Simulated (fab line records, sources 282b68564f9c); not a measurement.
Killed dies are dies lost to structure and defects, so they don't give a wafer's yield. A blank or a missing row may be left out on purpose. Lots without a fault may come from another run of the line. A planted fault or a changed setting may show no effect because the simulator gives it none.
Problem report in the 8D (eight disciplines) form, filled by code | flow rit_cmos | the parts of the form that need people (team, actions taken, sign-off) are left out

1. THE PROBLEM
NLDD_TW at RIT_NLDD_TW_MEAS_10 reads a mean of 2910 on 6 wafers of 2 lots; wafers without a fault read 2480 with a standard deviation of 22. That is +20 standard deviations from the usual mean.
First seen on wafer L324.2, day 4 17:22, on film_metro-01. The record holds 42 wafers of 14 lots with a number at this step. Rule for "out", or "out of limits": more than 4 standard deviations from the usual mean. The other wafers with a number count as sound.

2. WHAT IT IS AND WHAT IT IS NOT
question                    | is                     | is not
which readings at this step | NLDD_TW                | -
which lots                  | L324, L325             | L316, L317, L318, L319, L320, L321, L322, L328, L334, L336, L338, L339
which wafers of those lots  | all that have a number | -
read on which gauges        | film_metro-01          | film_metro-02, film_metro-04
when                        | from day 4 17:22       | up to then (21 sound wafers); but 15 sound wafers of L328, L334, L336, L338, L339 came after

3. SUSPECTS, AND WHAT RULES EACH OUT
Counting: a tool at a process step up to the reading stays a suspect if it ran every lot that is out and no sound lot after the first of them.
- the gauge at RIT_NLDD_TW_MEAS_10: ruled out. All the wafers that are out were read on film_metro-01, but those of them that RIT_NLDD_IMPLANT_08 has rows for are out there too, on other tools.
- implanter-01 at RIT_NLDD_IMPLANT_08: kept. It ran every lot that is out, first L324 (day 4 17:03), and no sound lot after that; its last sound lot up to then is L322 (day 4 09:47). Its own readings are out on those wafers: dose_ions_cm2, faraday_current_uA.
Left after counting: implanter-01 at RIT_NLDD_IMPLANT_08.

4. THE CAUSE (what the simulator had put in)
Process parameter drift: implanter-01, from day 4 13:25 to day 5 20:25, at RIT_NLDD_IMPLANT_08. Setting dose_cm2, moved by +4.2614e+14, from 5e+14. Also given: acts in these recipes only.
Counting left only this tool.

5. THE CHAIN OF EFFECTS, in route order
Each row: a reading whose mean over the struck wafers that have a number lies more than 3 standard deviations from the usual. Only readings for which the record gives a usual standard deviation are gone through. hours: the time from each lot's start at the first step in this table that gives one to its start at this step, as a median over the lots. sigmas: the change in usual standard deviations.
hours | step                    | reading                   | usual        | on struck wafers | change     | sigmas
0     | RIT_NLDD_IMPLANT_08     | dose_ions_cm2             | 5.001e+14    | 9.259e+14        | +4.258e+14 | +99 or more
0     | RIT_NLDD_IMPLANT_08     | end_station_pressure_torr | 6.2e-06 Torr | 7.1e-06          | +9.3e-07   | +3.0
0     | RIT_NLDD_IMPLANT_08     | faraday_current_uA        | 1571         | 2881             | +1310      | +44
0     | RIT_NLDD_TW_MEAS_10     | NLDD_TW                   | 2480         | 2910             | +430       | +20
9     | RIT_SDANNEAL_RS_MEAS_07 | NLDD_RS                   | 151.7 ohm/sq | 92.0             | -59.7      | -99 or more
The process steps in it:
- RIT_NLDD_IMPLANT_08

6. WHAT WOULD HAVE CAUGHT IT SOONER
In this record the first reading out of limits at a measuring or inspecting step was taken at day 4 17:22, 4 hours after the fault began at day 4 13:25.
The tool's own readings at RIT_NLDD_IMPLANT_08 were out on every struck wafer that the step has a row for (dose_ions_cm2, faraday_current_uA): an alarm limit on them would have fired on the first of those.
Of the lots that are out (2), L325 began RIT_NLDD_IMPLANT_08 on implanter-01 after day 4 17:22. A hold on the tool at that time would have spared it.
